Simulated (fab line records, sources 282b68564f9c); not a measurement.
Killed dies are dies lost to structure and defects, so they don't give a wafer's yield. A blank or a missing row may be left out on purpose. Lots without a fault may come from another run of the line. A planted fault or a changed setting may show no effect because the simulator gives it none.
fab line records | flow rit_cmos | part 1 of 2: steps 1 to 34 of 47
record lots=5 wafers=15 last_day=8
route steps=202 shown NLDD@112 PLDD@114 SPACER@125 NSD@131 PSD@142 SDANNEAL@153
lots that met no fault: from a run of the same line without faults
start_h: hours from the record's first day to the start of the lot's first wafer shown | wait_h: hours since the lot's step before | " the same as in the row above | L1.1+2: a row that stands for several wafers | - no value, or no start given | * or withheld: withheld | < > ~ a bound
route shown NAME@n: a module of which the file shows steps, and the number in the route of the first | usual: mean/standard deviation of fault-free wafers | same: alike in all rows | chamber/n: place in a boat | sites: the reading at each site | _std_site: their standard deviation | _edge_site: outer sites' mean less inner sites' | radius_mm: how far each site lies from the wafer's centre | mask NAME#n: copy n | behind: the tool/chamber that last shaped the wafer | hold: why the lot was held/for how many hours/how that ended | device: the transistor (n, p or np) that didn't switch | end of line: the same wafers' tests at the end of the route | a step without rows: its recipe alone | killed: dies lost to structure and defects at the first sort, not the wafer's yield | map: a wafer's dies, x killed, . not, _ none there
set.NAME: the setting as run; set.NAME@STEP: as run at that earlier step | model.NAME: the simulator's own value behind a step, which no gauge read
lots at some steps of the route; a table a step, a row a wafer
services: from which hour (start_h, from the record's first day; less than 0 if before it) a tool's chamber was out of use, for how many hours, and why
## steps
# step RIT_NLDD_STRIP_09
# recipe chemistry=O2 time_s=180 resist=NOVOLAK platen_temp_c=withheld power_w=500 pressure_mtorr=4000 o2_flow_sccm=4000
# usual drypump_motor_current_A=5.9/0.41
# columns lot.wafer tool chamber start_h wait_h drypump_motor_current_A rf_hours_counter_h
L078.2 plasma_asher-02 1 62.53 0.1 5.4 44
L078.3 " 0 " " 6.4 -
L078.6 " 1 " " 5.4 -
L083.1 plasma_asher-03 1 87.33 0.1 6.1 43
L083.2 " 0 " " 6.2 43
L083.6 " 1 " " 6.0 -
L092.1 plasma_asher-03 1 139.53 0.1 6.1 48
L092.2 " 0 " " 6.2 48
L092.5 " 1 " " 6.1 -
L094.1 plasma_asher-01 0 163.81 0.1 5.7 50
L094.5 " 1 " " 5.3 -
L094.6 " 0 " " 5.7 -
L095.2 plasma_asher-01 0 173.38 0.1 5.7 51
L095.4 " 0 " " 5.7 -
L095.5 " 0 " " 5.7 -
# step RIT_NLDD_TW_MEAS_10
# usual NLDD_TW=2504/14
# columns lot.wafer tool chamber start_h wait_h NLDD_TW
L078.2 film_metro-01 - 62.72 0.1 2484
L078.3 " - " " 2494
L078.6 " - " " 2493
L083.1 film_metro-02 - 87.50 0.1 2508
L083.2 " - " " 2506
L083.6 " - " " 2510
L092.1 film_metro-01 - 139.71 0.1 2499
L092.2 " - " " 2497
L092.5 " - " " 2499
L094.1 film_metro-04 - 163.99 0.1 2501
L094.5 " - " " 2502
L094.6 " - " " 2508
L095.2 film_metro-02 - 173.57 0.1 2507
L095.4 " - " " 2499
L095.5 " - " " 2509
# step RIT_PLDD_HMDS_00
# recipe prime_time_s=60 prime_temp_c=140
# columns lot.wafer tool chamber start_h wait_h
L078.2+3+6 litho_track-03 0 62.79 0.1
L083.1+2+6 litho_track-03 0 87.56 0.1
L092.1+2+5 litho_track-03 0 139.77 0.1
L094.1+5+6 litho_track-03 0 164.05 0.1
L095.2+4+5 litho_track-04 0 173.64 0.1
# step RIT_PLDD_COAT_01
# recipe resist=NOVOLAK spin_rpm=3250 resist_thk_nm=1000
# columns lot.wafer tool chamber start_h wait_h
L078.2+3+6 litho_track-03 0 62.94 0.1
L083.1+2+6 litho_track-03 0 87.71 0.1
L092.1+2+5 litho_track-03 0 139.92 0.1
L094.1+5+6 litho_track-03 0 164.20 0.1
L095.2+4+5 litho_track-04 0 173.79 0.1
# step RIT_PLDD_SOFTBAKE_02
# recipe resist=NOVOLAK temp_c=90 time_s=60
# columns lot.wafer tool chamber start_h wait_h
L078.2+3+6 litho_track-03 0 63.09 0.1
L083.1+2+6 litho_track-03 0 87.86 0.1
L092.1+2+5 litho_track-03 0 140.07 0.1
L094.1+5+6 litho_track-03 0 164.35 0.1
L095.2+4+5 litho_track-04 0 173.94 0.1
# step RIT_PLDD_EXPOSE_03
# recipe mask_id=M8 na=0.57 target_cd_nm=40900 dose_mj=250
# usual focus_offset_nm=0.1/0.59
# columns lot.wafer tool chamber start_h wait_h mask focus_offset_nm
L078.2 iline_stepper-02 0 63.24 0.1 M8#0 -0.1
L078.3 " 0 " " M8#0 0.5
L078.6 " 0 " " M8#0 0.5
L083.1 iline_stepper-02 0 88.01 0.1 M8#0 -0.2
L083.2 " 0 " " M8#0 -0.4
L083.6 " 0 " " M8#0 0.2
L092.1 iline_stepper-02 0 140.34 0.2 M8#0 -0.1
L092.2 " 0 " " M8#0 0.4
L092.5 " 0 " " M8#0 0.9
L094.1 iline_stepper-02 0 164.62 0.2 M8#0 -0.7
L094.5 " 0 " " M8#0 -0.4
L094.6 " 0 " " M8#0 0.2
L095.2 iline_stepper-01 0 174.21 0.2 M8#0 0.0
L095.4 " 0 " " M8#0 -0.4
L095.5 " 0 " " M8#0 0.4
# step RIT_PLDD_PEB_04
# recipe resist=NOVOLAK temp_c=withheld time_s=withheld
# columns lot.wafer tool chamber start_h wait_h
L078.2+3+6 litho_track-03 0 63.36 0.1
L083.1+2+6 litho_track-04 0 88.13 0.1
L092.1+2+5 litho_track-04 0 140.46 0.1
L094.1+5+6 litho_track-02 0 164.74 0.1
L095.2+4+5 litho_track-02 0 174.33 0.1
# step RIT_PLDD_DEVELOP_05
# recipe resist=NOVOLAK develop_time_s=50 dev_temp_c=23
# columns lot.wafer tool chamber start_h wait_h
L078.2+3+6 litho_track-03 0 - -
L083.1+2+6 litho_track-04 0 - -
L092.1+2+5 litho_track-04 0 - -
L094.1+5+6 litho_track-02 0 - -
L095.2+4+5 litho_track-02 0 - -
# step RIT_PLDD_OVL_MEAS_06
# usual PLDD_OVL=0.4/1.6
# columns lot.wafer tool chamber start_h wait_h PLDD_OVL[nm]
L078.2 overlay-01 - 63.62 - -0.3
L078.3 " - " " 0.5
L078.6 " - " " -1.1
L083.1 overlay-02 - 88.41 - -2.2
L083.2 " - " " -1.5
L083.6 " - " " -1.3
L092.1 overlay-02 - 140.74 - 0.4
L092.2 " - " " 0.5
L092.5 " - " " -0.3
L094.1 overlay-01 - 165.02 - 1.3
L094.5 " - " " 0.8
L094.6 " - " " 2.8
L095.2 overlay-01 - 174.60 - -2.4
L095.4 " - " " 0.3
L095.5 " - " " -2.1
# step RIT_PLDD_HARDBAKE_07
# recipe resist=NOVOLAK temp_c=140 time_s=60
# columns lot.wafer tool chamber start_h wait_h
L078.2+3+6 litho_track-02 0 63.68 0.0
L083.1+2+6 litho_track-02 0 88.45 0.0
L092.1+2+5 litho_track-02 0 140.78 0.0
L094.1+5+6 litho_track-03 0 165.06 0.0
L095.2+4+5 litho_track-03 0 174.65 0.0
# step RIT_PLDD_IMPLANT_08
# recipe species=BF2 energy_kev=20 dose_cm2=8.893e+14 tilt_deg=7
# columns lot.wafer tool chamber start_h wait_h
L078.2+3+6 implanter-02 0 63.83 0.1
L083.1+2+6 implanter-01 0 88.60 0.1
L092.1+2+5 implanter-03 0 140.93 0.1
L094.1+5+6 implanter-01 0 165.21 0.1
L095.2+4+5 implanter-02 0 174.80 0.1
# step RIT_PLDD_STRIP_09
# recipe chemistry=O2 time_s=180 resist=NOVOLAK platen_temp_c=withheld power_w=500 pressure_mtorr=4000 o2_flow_sccm=4000
# usual drypump_motor_current_A=5.8/0.46
# columns lot.wafer tool chamber start_h wait_h drypump_motor_current_A rf_hours_counter_h
L078.2 plasma_asher-04 1 63.95 0.1 5.3 29
L078.3 " 0 " " 5.2 -
L078.6 " 1 " " 5.4 -
L083.1 plasma_asher-03 0 88.75 0.1 6.3 43
L083.2 " 1 " " 6.1 43
L083.6 " 0 " " 6.2 -
L092.1 plasma_asher-02 0 141.08 0.1 6.3 2
L092.2 " 1 " " 5.4 2
L092.5 " 1 " " 5.4 -
L094.1 plasma_asher-03 0 165.36 0.1 6.3 49
L094.5 " 1 " " 6.1 -
L094.6 " 0 " " 6.2 -
L095.2 plasma_asher-04 1 174.93 0.1 5.4 39
L095.4 " 0 " " 5.2 -
L095.5 " 1 " " 5.4 -
# step RIT_PLDD_TW_MEAS_10
# usual PLDD_TW=2351/12
# columns lot.wafer tool chamber start_h wait_h PLDD_TW
L078.2 film_metro-01 - 64.14 0.1 2326
L078.3 " - " " 2329
L078.6 " - " " 2329
L083.1 film_metro-04 - 88.92 0.1 2352
L083.2 " - " " 2375
L083.6 " - " " 2346
L092.1 film_metro-04 - 141.25 0.1 2351
L092.2 " - " " 2352
L092.5 " - " " 2363
L094.1 film_metro-02 - 165.53 0.1 2366
L094.5 " - " " 2361
L094.6 " - " " 2369
L095.2 film_metro-01 - 175.11 0.1 2351
L095.4 " - " " 2332
L095.5 " - " " 2333
# step RIT_SPACER_CLEAN_00
# recipe chemistry=SC1 mix=3:3:50 time_s=600 temp_c=75
# usual temp_c=75.02/0.13
# columns lot.wafer tool chamber start_h wait_h temp_c
L078.2 wet_bench-01 3 64.19 0.0 75.02
L078.3 " 3 " " 75.10
L078.6 " 3 " " 74.98
L083.1 wet_bench-01 1 88.98 0.1 74.96
L083.2 " 1 " " 74.87
L083.6 " 1 " " 75.05
L092.1 wet_bench-04 0 141.31 0.1 74.94
L092.2 " 0 " " 75.03
L092.5 " 0 " " 75.14
L094.1 wet_bench-01 1 165.59 0.1 74.98
L094.5 " 1 " " 74.92
L094.6 " 1 " " 75.10
L095.2 wet_bench-04 2 175.16 0.0 75.11
L095.4 " 2 " " 75.03
L095.5 " 2 " " 75.04
# step RIT_SPACER_CLEAN_01
# recipe chemistry=dHF dilution=50:1 time_s=30
# columns lot.wafer tool chamber start_h wait_h
L078.2+3+6 wet_bench-02 0 64.38 0.0
L083.1+2+6 wet_bench-01 3 89.16 0.0
L092.1+2+5 wet_bench-02 0 141.50 0.0
L094.1+5+6 wet_bench-01 3 165.77 0.0
L095.2+4+5 wet_bench-02 3 175.34 0.0
# step RIT_SPACER_CLEAN_02
# recipe chemistry=SC2 mix=3:3:50 time_s=600 temp_c=75 dry=n2_spin
# usual temp_c=74.99/0.11
# columns lot.wafer tool chamber start_h wait_h temp_c
L078.2 wet_bench-01 3 64.39 0.0 75.19
L078.3 " 3 " " 75.19
L078.6 " 3 " " 74.96
L083.1 wet_bench-01 1 89.17 0.0 75.10
L083.2 " 1 " " 75.23
L083.6 " 1 " " 75.07
L092.1 wet_bench-01 0 141.52 0.0 75.01
L092.2 " 0 " " 74.97
L092.5 " 0 " " 75.00
L094.1 wet_bench-04 3 165.79 0.0 74.82
L094.5 " 3 " " 74.82
L094.6 " 3 " " 75.05
L095.2 wet_bench-01 1 175.35 0.0 74.95
L095.4 " 1 " " 75.11
L095.5 " 1 " " 75.13
# step RIT_SPACER_CVD_03
# recipe material=Si3N4 target_thk_nm=250 temp_c=810 precursor=SiH2Cl2/NH3 time_s=3300 pressure_mtorr=300 sih2cl2_flow_sccm=60 nh3_flow_sccm=150
# usual zone_power_centre_pct=39/4.4 zone_power_source_pct=21/3.5
# columns lot.wafer tool chamber start_h wait_h zone_power_centre_pct zone_power_source_pct
L078.2 lpcvd-02 0 64.59 0.0 34 18
L078.3 " 0 " " 34 18
L078.6 " 0 " " 34 18
L083.1 lpcvd-01 1 89.35 0.0 43 21
L083.2 " 1 " " 44 21
L083.6 " 1 " " 43 21
L092.1 lpcvd-01 1 141.69 0.0 43 21
L092.2 " 1 " " 43 21
L092.5 " 1 " " 43 22
L094.1 lpcvd-02 1 165.96 0.0 43 19
L094.5 " 1 " " 43 19
L094.6 " 1 " " 43 19
L095.2 lpcvd-01 0 175.53 0.0 35 27
L095.4 " 0 " " 35 27
L095.5 " 0 " " 35 27
# step RIT_SPACER_THK_MEAS_04
# recipe reads=Si3N4_of_SPACER_CVD_03
# usual SPACER_NITRIDE_THK=249.4/2.1
# columns lot.wafer tool chamber start_h wait_h SPACER_NITRIDE_THK[nm]
L078.2 film_metro-03 - 66.51 0.0 251.3
L078.3 " - " " 251.3
L078.6 " - " " 251.7
L083.1 film_metro-03 - 91.27 0.0 250.4
L083.2 " - " " 248.9
L083.6 " - " " 249.4
L092.1 film_metro-02 - 143.61 0.0 248.0
L092.2 " - " " 246.1
L092.5 " - " " 248.4
L094.1 film_metro-03 - 167.88 0.0 250.7
L094.5 " - " " 250.6
L094.6 " - " " 251.5
L095.2 film_metro-02 - 177.45 0.0 249.9
L095.4 " - " " 251.8
L095.5 " - " " 252.3
# step RIT_SPACER_ETCHBACK_05
# recipe target_depth_a=2500 SF6_flow_sccm=30 CHF3_flow_sccm=30 target=Si3N4 chemistry=SF6/CHF3 pressure_mtorr=40 rf_w=250 time_s=240 stop_on=SiO2
# usual drypump_motor_current_A=5.7/0.47 oes_product_au=0.845/0.014 throttle_valve_pct=10.29/0.14
# columns lot.wafer tool chamber start_h wait_h drypump_motor_current_A oes_product_au rf_hours_counter_h throttle_valve_pct
L078.2 rie_diel-04 0 66.56 0.0 6.4 0.861 75 10.25
L078.3 " 1 " " 5.7 0.848 48 10.56
L078.6 " 2 " " 5.3 0.870 - 10.14
L083.1 rie_diel-04 1 91.33 0.1 5.7 0.845 48 10.55
L083.2 " 3 " " 6.2 0.862 163 10.37
L083.6 " 0 " " 6.5 0.847 - 10.25
L092.1 rie_diel-01 3 143.67 0.1 5.7 0.831 24 10.04
L092.2 " 2 " " 6.4 0.812 101 10.41
L092.5 " 2 " " 6.4 0.823 - 10.43
L094.1 rie_diel-03 1 167.94 0.1 5.6 0.866 3 10.16
L094.5 " 0 " " 4.9 0.828 - 10.37
L094.6 " 3 " " 5.2 0.855 - 10.20
L095.2 rie_diel-04 2 177.50 0.0 5.3 0.838 0 10.13
L095.4 " 1 " " 5.7 0.845 50 10.57
L095.5 " 2 " " 5.3 0.840 - 10.16
# step RIT_NSD_HMDS_00
# recipe prime_time_s=60 prime_temp_c=140
# columns lot.wafer tool chamber start_h wait_h
L078.2+3+6 litho_track-04 0 66.74 0.1
L083.1+2+6 litho_track-04 0 91.48 0.1
L092.1+2+5 litho_track-03 0 143.82 0.1
L094.1+5+6 litho_track-04 0 168.09 0.1
L095.2+4+5 litho_track-04 0 177.81 0.2
# step RIT_NSD_COAT_01
# recipe resist=NOVOLAK spin_rpm=3250 resist_thk_nm=1000
# columns lot.wafer tool chamber start_h wait_h
L078.2+3+6 litho_track-04 0 66.89 0.1
L083.1+2+6 litho_track-04 0 91.63 0.1
L092.1+2+5 litho_track-03 0 143.97 0.1
L094.1+5+6 litho_track-04 0 168.24 0.1
L095.2+4+5 litho_track-04 0 177.96 0.1
# step RIT_NSD_SOFTBAKE_02
# recipe resist=NOVOLAK temp_c=90 time_s=60
# columns lot.wafer tool chamber start_h wait_h
L078.2+3+6 litho_track-04 0 67.04 0.1
L083.1+2+6 litho_track-04 0 91.78 0.1
L092.1+2+5 litho_track-03 0 144.12 0.1
L094.1+5+6 litho_track-04 0 168.39 0.1
L095.2+4+5 litho_track-04 0 178.11 0.1
# step RIT_NSD_EXPOSE_03
# recipe mask_id=M9 na=0.57 target_cd_nm=40700 dose_mj=250
# usual focus_offset_nm=0.1/0.46
# columns lot.wafer tool chamber start_h wait_h mask focus_offset_nm
L078.2 iline_stepper-01 0 67.56 0.5 M9#0 0.6
L078.3 " 0 " " M9#0 0.4
L078.6 " 0 " " M9#0 -0.3
L083.1 iline_stepper-02 0 92.05 0.2 M9#0 0.3
L083.2 " 0 " " M9#0 0.1
L083.6 " 0 " " M9#0 1.0
L092.1 iline_stepper-02 0 144.40 0.2 M9#0 -0.1
L092.2 " 0 " " M9#0 0.5
L092.5 " 0 " " M9#0 0.4
L094.1 iline_stepper-01 0 168.54 0.1 M9#0 0.2
L094.5 " 0 " " M9#0 0.1
L094.6 " 0 " " M9#0 0.9
L095.2 iline_stepper-02 0 178.38 0.2 M9#0 -0.6
L095.4 " 0 " " M9#0 -0.4
L095.5 " 0 " " M9#0 -0.8
# step RIT_NSD_PEB_04
# recipe resist=NOVOLAK temp_c=withheld time_s=withheld
# columns lot.wafer tool chamber start_h wait_h
L078.2+3+6 litho_track-04 0 67.68 0.1
L083.1+2+6 litho_track-03 0 92.17 0.1
L092.1+2+5 litho_track-01 0 144.51 0.1
L094.1+5+6 litho_track-04 0 168.65 0.1
L095.2+4+5 litho_track-03 0 178.57 0.2
# step RIT_NSD_DEVELOP_05
# recipe resist=NOVOLAK develop_time_s=50 dev_temp_c=23
# columns lot.wafer tool chamber start_h wait_h
L078.2+3+6 litho_track-04 0 - -
L083.1+2+6 litho_track-03 0 - -
L092.1+2+5 litho_track-01 0 - -
L094.1+5+6 litho_track-04 0 - -
L095.2+4+5 litho_track-03 0 - -
# step RIT_NSD_OVL_MEAS_06
# usual NSD_OVL=0.7/1.2
# columns lot.wafer tool chamber start_h wait_h NSD_OVL[nm]
L078.2 overlay-01 - 67.95 - 2.1
L078.3 " - " " -0.2
L078.6 " - " " 1.4
L083.1 overlay-02 - 92.45 - 0.8
L083.2 " - " " 1.7
L083.6 " - " " 1.5
L092.1 overlay-02 - 144.80 - 1.1
L092.2 " - " " 0.6
L092.5 " - " " -0.6
L094.1 overlay-01 - 168.94 - -1.3
L094.5 " - " " -2.6
L094.6 " - " " 0.6
L095.2 overlay-02 - 178.84 - 0.9
L095.4 " - " " 1.7
L095.5 " - " " 2.1
# step RIT_NSD_HARDBAKE_07
# recipe resist=NOVOLAK temp_c=140 time_s=60
# columns lot.wafer tool chamber start_h wait_h
L078.2+3+6 litho_track-04 0 68.00 0.0
L083.1+2+6 litho_track-03 0 92.49 0.0
L092.1+2+5 litho_track-04 0 144.83 0.0
L094.1+5+6 litho_track-04 0 168.97 0.0
L095.2+4+5 litho_track-04 0 178.90 0.1
# step RIT_NSD_IMPLANT_08
# recipe species=P energy_kev=25 dose_cm2=1e+15 tilt_deg=7
# columns lot.wafer tool chamber start_h wait_h
L078.2+3+6 implanter-02 0 68.15 0.1
L083.1+2+6 implanter-04 0 92.64 0.1
L092.1+2+5 implanter-02 0 144.98 0.1
L094.1+5+6 implanter-04 0 169.12 0.1
L095.2+4+5 implanter-03 0 179.05 0.1
# step RIT_NSD_STRIP_09
# recipe chemistry=O2 time_s=180 resist=NOVOLAK platen_temp_c=withheld power_w=500 pressure_mtorr=4000 o2_flow_sccm=4000
# usual drypump_motor_current_A=5.5/0.32
# columns lot.wafer tool chamber start_h wait_h drypump_motor_current_A rf_hours_counter_h
L078.2 plasma_asher-02 1 68.28 0.1 5.4 45
L078.3 " 1 " " 5.5 -
L078.6 " 1 " " 5.5 -
L083.1 plasma_asher-01 0 92.79 0.1 5.7 44
L083.2 " 1 " " 5.3 44
L083.6 " 1 " " 5.2 -
L092.1 plasma_asher-04 1 145.13 0.1 5.3 37
L092.2 " 0 " " 5.2 37
L092.5 " 1 " " 5.3 -
L094.1 plasma_asher-01 1 169.27 0.1 5.3 51
L094.5 " 0 " " 5.7 -
L094.6 " 1 " " 5.3 -
L095.2 plasma_asher-02 0 179.17 0.1 6.4 5
L095.4 " 1 " " 5.4 -
L095.5 " 1 " " 5.4 -
# step RIT_NSD_TW_MEAS_10
# usual NSD_TW=3135/17
# columns lot.wafer tool chamber start_h wait_h NSD_TW
L078.2 film_metro-02 - 68.46 0.1 3146
L078.3 " - " " 3163
L078.6 " - " " 3169
L083.1 film_metro-04 - 92.96 0.1 3150
L083.2 " - " " 3130
L083.6 " - " " 3146
L092.1 film_metro-04 - 145.31 0.1 3145
L092.2 " - " " 3156
L092.5 " - " " 3144
L094.1 film_metro-02 - 169.45 0.1 3122
L094.5 " - " " 3118
L094.6 " - " " 3116
L095.2 film_metro-02 - 179.36 0.1 3123
L095.4 " - " " 3130
L095.5 " - " " 3138
# step RIT_PSD_HMDS_00
# recipe prime_time_s=60 prime_temp_c=140
# columns lot.wafer tool chamber start_h wait_h
L078.2+3+6 litho_track-04 0 68.54 0.1
L083.1+2+6 litho_track-01 0 93.02 0.1
L092.1+2+5 litho_track-04 0 145.37 0.1
L094.1+5+6 litho_track-04 0 169.51 0.1
L095.2+4+5 litho_track-01 0 179.48 0.1
# step RIT_PSD_COAT_01
# recipe resist=NOVOLAK spin_rpm=3250 resist_thk_nm=1000
# columns lot.wafer tool chamber start_h wait_h
L078.2+3+6 litho_track-04 0 68.69 0.1
L083.1+2+6 litho_track-01 0 93.17 0.1
L092.1+2+5 litho_track-04 0 145.52 0.1
L094.1+5+6 litho_track-04 0 169.66 0.1
L095.2+4+5 litho_track-01 0 179.63 0.1
# step RIT_PSD_SOFTBAKE_02
# recipe resist=NOVOLAK temp_c=89.49 time_s=60
# columns lot.wafer tool chamber start_h wait_h
L078.2+3+6 litho_track-04 0 68.84 0.1
L083.1+2+6 litho_track-01 0 93.32 0.1
L092.1+2+5 litho_track-04 0 145.67 0.1
L094.1+5+6 litho_track-04 0 169.81 0.1
L095.2+4+5 litho_track-01 0 179.78 0.1
# step RIT_PSD_EXPOSE_03
# recipe mask_id=M10 na=0.57 target_cd_nm=40900 dose_mj=250
# usual focus_offset_nm=0.0/0.49
# columns lot.wafer tool chamber start_h wait_h mask focus_offset_nm
L078.2 iline_stepper-01 0 69.10 0.2 M10#0 0.8
L078.3 " 0 " " M10#0 -0.4
L078.6 " 0 " " M10#0 0.7
L083.1 iline_stepper-01 0 93.47 0.1 M10#0 0.0
L083.2 " 0 " " M10#0 -0.4
L083.6 " 0 " " M10#0 -0.6
L092.1 iline_stepper-02 0 145.94 0.2 M10#0 0.5
L092.2 " 0 " " M10#0 0.6
L092.5 " 0 " " M10#0 0.2
L094.1 iline_stepper-01 0 169.96 0.1 M10#0 0.6
L094.5 " 0 " " M10#0 -0.3
L094.6 " 0 " " M10#0 0.3
L095.2 iline_stepper-01 0 179.93 0.1 M10#0 0.5
L095.4 " 0 " " M10#0 0.6
L095.5 " 0 " " M10#0 0.2
